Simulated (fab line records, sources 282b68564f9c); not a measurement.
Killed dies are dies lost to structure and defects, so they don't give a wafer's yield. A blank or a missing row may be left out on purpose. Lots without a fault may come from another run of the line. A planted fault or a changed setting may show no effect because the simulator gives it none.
One fault seen from 2 desks | flow rit_cmos | each desk has only its own numbers; what lay behind them comes last

THE TOOL OWNER'S DESK: wet_bench-03
The tool's own readings at RIT_SDANNEAL_CLEAN_01 (cleans in dHF, time 30 s): means of the sampled wafers that have a number, for each lot that ran on this tool. A lot is out of limits, marked OUT, if its mean lies more than 4 standard deviations from the usual mean; the brackets give that distance.
Columns: A = run_length_s at RIT_SDANNEAL_CLEAN_01, usual 58.1 s
lot  | first seen here | A
L332 | day 3 18:05     | 56.3
L337 | day 4 18:31     | 56.9
L342 | day 5 19:19     | 62.1
L346 | day 6 15:14     | 56.0
L348 | day 7 04:13     | 182.4 (+46) OUT
L351 | day 7 15:56     | 56.5
This desk's finding: out of limits on L348; first on L348, day 7 04:13 (run_length_s at RIT_SDANNEAL_CLEAN_01). In limits: L332, L337, L342, L346, L351.

THE METROLOGY DESK
What the gauges read, lot by lot, whatever tool the lot ran on: means of the sampled wafers that have a number. A lot is out of limits, marked OUT, if its mean lies more than 4 standard deviations from the usual mean; the brackets give that distance.
Columns: A = NSD_TW at RIT_NSD_TW_MEAS_10, usual 3117; B = M1_AL_RS at RIT_M1_RS_MEAS_01, usual 0.0755 ohm/sq
lot  | first seen here | A    | B
L329 | day 3 01:41     | 3119 | 0.0768
L330 | day 3 04:40     | 3134 | 0.0755
L332 | day 3 16:19     | 3143 | 0.0746
L336 | day 4 13:19     | 3089 | 0.0744
L337 | day 4 16:40     | 3091 | 0.0760
L338 | day 4 20:34     | 3117 | 0.0742
L339 | day 5 05:10     | 3072 | 0.0760
L342 | day 5 17:32     | 3074 | 0.0753
L346 | day 6 13:28     | 3145 | 0.0757
L348 | day 7 02:34     | 3134 | 0.0753
L349 | day 7 04:52     | 3096 | 0.0752
L350 | day 7 08:52     | 3109 | 0.0761
L351 | day 7 14:11     | 3138 | 0.0757
This desk's finding: nothing out of limits on any of the 13 lots.

PUT TOGETHER
The tool owner's desk could have raised an alarm at day 7 04:13, on L348.
The metrology desk saw nothing out of limits.
The metrology desk has L348 on record, within its limits.
Of the lots named, all ran RIT_SDANNEAL_CLEAN_01 on wet_bench-03.

WHAT THE SIMULATOR HAD PUT IN
Process parameter drift: wet_bench-03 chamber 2, from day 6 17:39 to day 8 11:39, at RIT_SDANNEAL_CLEAN_01. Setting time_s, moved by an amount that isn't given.
Lots struck among those shown: L348.
Hours from the fault's start to each desk's first reading out of limits: the tool owner's desk, 11.
